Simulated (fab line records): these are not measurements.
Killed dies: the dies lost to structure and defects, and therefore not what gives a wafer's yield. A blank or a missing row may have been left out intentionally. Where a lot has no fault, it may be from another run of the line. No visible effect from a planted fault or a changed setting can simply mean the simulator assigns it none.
fab line records | flow berkeley-cmos170 | part 2 of 2: steps 28 to 38 of 38
[record] lots = 5 | wafers = 15 | last-day = 11
route steps=331 shown ACTIVE@73 PFIELD@79 FIELD@89 SACOX@97 SCREENOX@100 NVT@104
lots that met no fault: taken from a fault-free run of the same line
start-h: hours from the record's opening day to when the first of the lot's shown wafers began | wait-h: how many hours have passed since the lot's step before this one | " same as the row above | L1.1+2: one row covering several wafers at once | - no value, or no start was given | * or withheld: withheld | < > ~ a bound
route shown NAME@n: a module of which the file shows steps, and the number in the route of the first | usual: mean/standard deviation of fault-free wafers | same: alike in all rows | chamber/n: place in a boat | sites: readings site by site | _std_site: the values' standard deviation | _edge_site: outer sites' mean less inner sites' | radius-mm: for every site, how far away it sits from the centre of the wafer | mask NAME#n: copy n | behind: the tool/chamber that last shaped the wafer | hold: what put the lot on hold/how long, in hours/how the hold closed | device: whichever transistor did not switch (one of n, p or np) | end of line: at the end of the route, the tests of the same wafers | step lacking rows: just its recipe | killed: count of dies lost to structure and defects at first sort (not the wafer's yield) | map: shows each die of a wafer: x if killed, . if not, _ if none is there
set.NAME: the run value of the setting; set.NAME@STEP: its run value at that earlier step | model.NAME: the simulator's own value behind a step, which no gauge read
a table for each step, a row for each wafer; lots at some steps of the route
services: when a tool's chamber went out of use (start-h, in hours from the record's first day, below 0 if earlier), for how many hours, and the reason
[[steps]]
[step UCB170_SCREENOX_WET_ETCH_00]
[recipe] chemistry = dHF | dilution = 25:1 | target = SiO2 | temp-c = 25 | time-s = 200
lot.wafer  | tool         | chamber | start-h | wait-h
L075.1+2+5 | wet-bench-03 | 2       | 95.66   | 0.1
L079.4+5+6 | wet-bench-03 | 1       | 131.90  | 0.2
L091.1+4+6 | wet-bench-02 | 1       | 174.45  | 0.1
L096.1+2+6 | wet-bench-03 | 3       | 205.20  | 0.1
L097.1+3+6 | wet-bench-03 | 2       | 208.32  | 0.2
[step UCB170_SCREENOX_OXIDATION_01]
[recipe] temp-c = 900 | ambient = O2 | target-thk-a = 144 | ox-time-s = 2400
[usual] spike-tc-source-C = 922.0/1.9 | tube_center_temp_C_max = 902.4/0.42 | zone-power-load-pct = 27.7/2
lot.wafer | tool       | chamber | start-h | wait-h | spike-tc-source-C | tube_center_temp_C_max | zone-power-load-pct
L075.1    | furnace-03 | 0       | 100.23  | 4.5    | 921.3             | 902.1                  | 29.6
L075.2    | "          | 0       | "       | "      | 922.3             | 902.2                  | 30.8
L075.5    | "          | 0       | "       | "      | 923.3             | 902.8                  | 30.0
L079.4    | furnace-02 | 0       | 132.96  | 1.0    | 919.2             | 902.6                  | 26.4
L079.5    | "          | 0       | "       | "      | 918.6             | 902.8                  | 26.2
L079.6    | "          | 0       | "       | "      | 918.2             | 902.2                  | 26.2
L091.1    | furnace-03 | 0       | 176.64  | 2.1    | 923.1             | 902.5                  | 29.9
L091.4    | "          | 0       | "       | "      | 923.1             | 902.3                  | 30.8
L091.6    | "          | 0       | "       | "      | 923.7             | 901.8                  | 30.1
L096.1    | furnace-01 | 0       | 207.92  | 2.7    | 923.2             | 903.1                  | 26.0
L096.2    | "          | 0       | "       | "      | 923.1             | 902.3                  | 25.8
L096.6    | "          | 0       | "       | "      | 923.3             | 902.1                  | 25.9
L097.1    | furnace-01 | 0       | 209.59  | 1.2    | 921.5             | 902.4                  | 25.7
L097.3    | "          | 0       | "       | "      | 923.9             | 902.2                  | 26.2
L097.6    | "          | 0       | "       | "      | 922.0             | 902.5                  | 25.6
[step UCB170_SCREENOX_THK_MEAS_02]
[recipe] reads = SiO2_of_SCREENOX_OXIDATION_01
[usual] SCREENOX_OXIDE_THK = 14.38/0.26
lot.wafer | tool          | chamber | start-h | wait-h | SCREENOX_OXIDE_THK[nm]
L075.1    | film-metro-03 | -       | 101.98  | 0.1    | 14.53
L075.2    | "             | -       | "       | "      | 14.28
L075.5    | "             | -       | "       | "      | 14.36
L079.4    | film-metro-01 | -       | 134.66  | 0.0    | 14.56
L079.5    | "             | -       | "       | "      | 14.73
L079.6    | "             | -       | "       | "      | 14.74
L091.1    | film-metro-03 | -       | 178.37  | 0.1    | 14.59
L091.4    | "             | -       | "       | "      | 14.23
L091.6    | "             | -       | "       | "      | 14.56
L096.1    | film-metro-03 | -       | 209.59  | 0.0    | 14.39
L096.2    | "             | -       | "       | "      | 14.17
L096.6    | "             | -       | "       | "      | 14.22
L097.1    | film-metro-02 | -       | 211.26  | 0.0    | 14.25
L097.3    | "             | -       | "       | "      | 14.28
L097.6    | "             | -       | "       | "      | 14.24
[step UCB170_SCREENOX_ANNEAL_03]
[recipe] temp-c = 900 | time-s = 900 | ambient = N2
[usual] spike-tc-source-C = 922.2/1.6 | tube_center_temp_C_max = 902.3/0.35 | zone-power-load-pct = 27.7/1.9
lot.wafer | tool       | chamber | start-h | wait-h | spike-tc-source-C | tube_center_temp_C_max | zone-power-load-pct
L075.1    | furnace-02 | 0       | 102.93  | 0.9    | 920.1             | 902.3                  | 26.6
L075.2    | "          | 0       | "       | "      | 918.1             | 901.8                  | 26.0
L075.5    | "          | 0       | "       | "      | 917.9             | 902.0                  | 26.2
L079.4    | furnace-01 | 0       | 134.92  | 0.3    | 921.9             | 901.8                  | 25.9
L079.5    | "          | 0       | "       | "      | 922.2             | 902.4                  | 25.9
L079.6    | "          | 0       | "       | "      | 923.0             | 902.3                  | 26.1
L091.1    | furnace-03 | 0       | 179.64  | 1.3    | 923.3             | 902.3                  | 29.9
L091.4    | "          | 0       | "       | "      | 922.5             | 902.6                  | 30.1
L091.6    | "          | 0       | "       | "      | 922.6             | 902.0                  | 30.0
L096.1    | furnace-03 | 0       | 212.02  | 2.4    | 923.5             | 902.1                  | 29.8
L096.2    | "          | 0       | "       | "      | 924.3             | 901.9                  | 30.0
L096.6    | "          | 0       | "       | "      | 922.4             | 901.9                  | 30.0
L097.1    | furnace-03 | 0       | 212.02  | 0.7    | 922.3             | 902.5                  | 30.0
L097.3    | "          | 0       | "       | "      | 924.3             | 902.2                  | 30.0
L097.6    | "          | 0       | "       | "      | 923.0             | 902.1                  | 30.4
[step UCB170_NVT_HMDS_00]
[recipe] prime-time-s = 60 | prime-temp-c = 100
[same] prime-time-s = 60
lot.wafer  | tool           | chamber | start-h | wait-h
L075.1+2+5 | litho-track-03 | 0       | 104.63  | 0.5
L079.4+5+6 | litho-track-01 | 0       | 136.34  | 0.2
L091.1+4+6 | litho-track-01 | 0       | 181.22  | 0.3
L096.1+2+6 | litho-track-02 | 0       | 213.27  | 0.0
L097.1+3+6 | litho-track-03 | 0       | 213.27  | 0.0
[step UCB170_NVT_COAT_01]
[recipe] resist = KrF | spin-rpm = 1500 | resist-thk-nm = 900
[usual] dispense-pressure-kPa = 50.1/2.5
lot.wafer | tool           | chamber | start-h | wait-h | dispense-pressure-kPa
L075.1    | litho-track-03 | 0       | 104.78  | 0.1    | 53.6
L075.2    | "              | 0       | "       | "      | 53.7
L075.5    | "              | 0       | "       | "      | 53.6
L079.4    | litho-track-01 | 0       | 136.49  | 0.1    | 47.4
L079.5    | "              | 0       | "       | "      | 47.5
L079.6    | "              | 0       | "       | "      | 47.4
L091.1    | litho-track-01 | 0       | 181.37  | 0.1    | 47.4
L091.4    | "              | 0       | "       | "      | 47.5
L091.6    | "              | 0       | "       | "      | 47.4
L096.1    | litho-track-02 | 0       | 213.42  | 0.1    | 49.9
L096.2    | "              | 0       | "       | "      | 49.9
L096.6    | "              | 0       | "       | "      | 49.9
L097.1    | litho-track-03 | 0       | 213.42  | 0.1    | 53.6
L097.3    | "              | 0       | "       | "      | 53.6
L097.6    | "              | 0       | "       | "      | 53.6
[step UCB170_NVT_SOFTBAKE_02]
[recipe] resist = KrF | temp-c = 130 | time-s = 60
lot.wafer  | tool           | chamber | start-h | wait-h
L075.1+2+5 | litho-track-03 | 0       | 104.93  | 0.1
L079.4+5+6 | litho-track-01 | 0       | 136.64  | 0.1
L091.1+4+6 | litho-track-01 | 0       | 181.52  | 0.1
L096.1+2+6 | litho-track-02 | 0       | 213.57  | 0.1
L097.1+3+6 | litho-track-03 | 0       | 213.57  | 0.1
[step UCB170_NVT_EXPOSE_03]
[recipe] mask-id = PWELL | target-cd-nm = 3000 | na = 0.5 | sigma-outer = 0.6 | source-shape = conventional | dose-mj = 30
[usual] focus-offset-nm = 0.1/0.5
lot.wafer | tool           | chamber | start-h | wait-h | mask    | focus-offset-nm
L075.1    | krf-scanner-02 | 0       | 105.31  | 0.4    | PWELL#0 | -0.3
L075.2    | "              | 0       | "       | "      | PWELL#0 | -0.3
L075.5    | "              | 0       | "       | "      | PWELL#0 | -0.1
L079.4    | krf-scanner-01 | 0       | 137.02  | 0.3    | PWELL#0 | 0.1
L079.5    | "              | 0       | "       | "      | PWELL#0 | 0.0
L079.6    | "              | 0       | "       | "      | PWELL#0 | 0.2
L091.1    | krf-scanner-01 | 0       | 181.67  | 0.1    | PWELL#0 | 0.2
L091.4    | "              | 0       | "       | "      | PWELL#0 | -0.6
L091.6    | "              | 0       | "       | "      | PWELL#0 | -0.2
L096.1    | krf-scanner-01 | 0       | 213.72  | 0.1    | PWELL#0 | 0.4
L096.2    | "              | 0       | "       | "      | PWELL#0 | 0.6
L096.6    | "              | 0       | "       | "      | PWELL#0 | 1.0
L097.1    | krf-scanner-02 | 0       | 213.96  | 0.4    | PWELL#0 | -0.9
L097.3    | "              | 0       | "       | "      | PWELL#0 | 0.1
L097.6    | "              | 0       | "       | "      | PWELL#0 | -0.8
[step UCB170_NVT_PEB_04]
[recipe] peb-temp-c = 130 | peb-time-s = withheld | resist = KrF
lot.wafer  | tool           | chamber | start-h | wait-h
L075.1+2+5 | litho-track-03 | 0       | 105.90  | 0.6
L079.4+5+6 | litho-track-03 | 0       | 138.07  | 1.0
L091.1+4+6 | litho-track-02 | 0       | 182.15  | 0.5
L096.1+2+6 | litho-track-02 | 0       | 213.83  | 0.1
L097.1+3+6 | litho-track-01 | 0       | 214.11  | 0.1
[step UCB170_NVT_DEVELOP_05]
[recipe] developer = TMAH | develop-time-s = 45 | resist = KrF | dev-temp-c = 21
lot.wafer  | tool           | chamber | start-h | wait-h
L075.1+2+5 | litho-track-03 | 0       | -       | -
L079.4+5+6 | litho-track-03 | 0       | -       | -
L091.1+4+6 | litho-track-02 | 0       | -       | -
L096.1+2+6 | litho-track-02 | 0       | -       | -
L097.1+3+6 | litho-track-01 | 0       | -       | -
[step UCB170_NVT_OVL_MEAS_06]
[usual] NVT_OVL = 6/5.2
lot.wafer | tool       | chamber | start-h | wait-h | NVT_OVL[nm]
L075.1    | overlay-02 | -       | 106.18  | -      | 5
L075.2    | "          | -       | "       | "      | 4
L075.5    | "          | -       | "       | "      | 9
L079.4    | overlay-02 | -       | 138.29  | -      | 5
L079.5    | "          | -       | "       | "      | 6
L079.6    | "          | -       | "       | "      | 3
L091.1    | overlay-02 | -       | 182.42  | -      | -2
L091.4    | "          | -       | "       | "      | -1
L091.6    | "          | -       | "       | "      | -6
L096.1    | overlay-02 | -       | 214.11  | -      | 7
L096.2    | "          | -       | "       | "      | 8
L096.6    | "          | -       | "       | "      | 10
L097.1    | overlay-02 | -       | 214.38  | -      | -5
L097.3    | "          | -       | "       | "      | -4
L097.6    | "          | -       | "       | "      | -7
[[services]]
tool            | chamber | start-h | hours | kind
krf-scanner-01  | -       | 55.91   | 0.7   | repair
krf-scanner-01  | -       | 61.87   | 5.2   | repair
krf-scanner-02  | -       | 71.72   | 4.4   | pm
krf-scanner-02  | -       | 78.46   | 1.0   | pm
krf-scanner-02  | -       | 80.17   | 3.6   | repair
furnace-01      | -       | 85.60   | 14.0  | repair
rie-diel-01     | 3       | 87.26   | 3.8   | repair
krf-scanner-01  | -       | 88.93   | 0.8   | pm
rie-diel-04     | 3       | 91.74   | 5.6   | repair
plasma-asher-04 | -       | 108.75  | 9.0   | pm
krf-scanner-02  | -       | 114.45  | 4.4   | pm
krf-scanner-01  | -       | 129.60  | 1.6   | repair
krf-scanner-02  | -       | 141.81  | 0.8   | pm
rie-diel-04     | 3       | 159.55  | 4.7   | repair
rie-diel-04     | 2       | 160.71  | 2.1   | repair
krf-scanner-02  | -       | 169.03  | 3.6   | pm
krf-scanner-02  | -       | 173.44  | 0.6   | repair
krf-scanner-01  | -       | 177.07  | 1.0   | pm
furnace-02      | -       | 177.44  | 3.2   | pm
furnace-02      | -       | 180.60  | 2.3   | pm
rie-diel-01     | 1       | 184.20  | 7.6   | repair
implanter-04    | -       | 184.56  | 3.4   | pm
furnace-03      | -       | 191.45  | 4.0   | pm
krf-scanner-02  | -       | 194.81  | 1.3   | pm
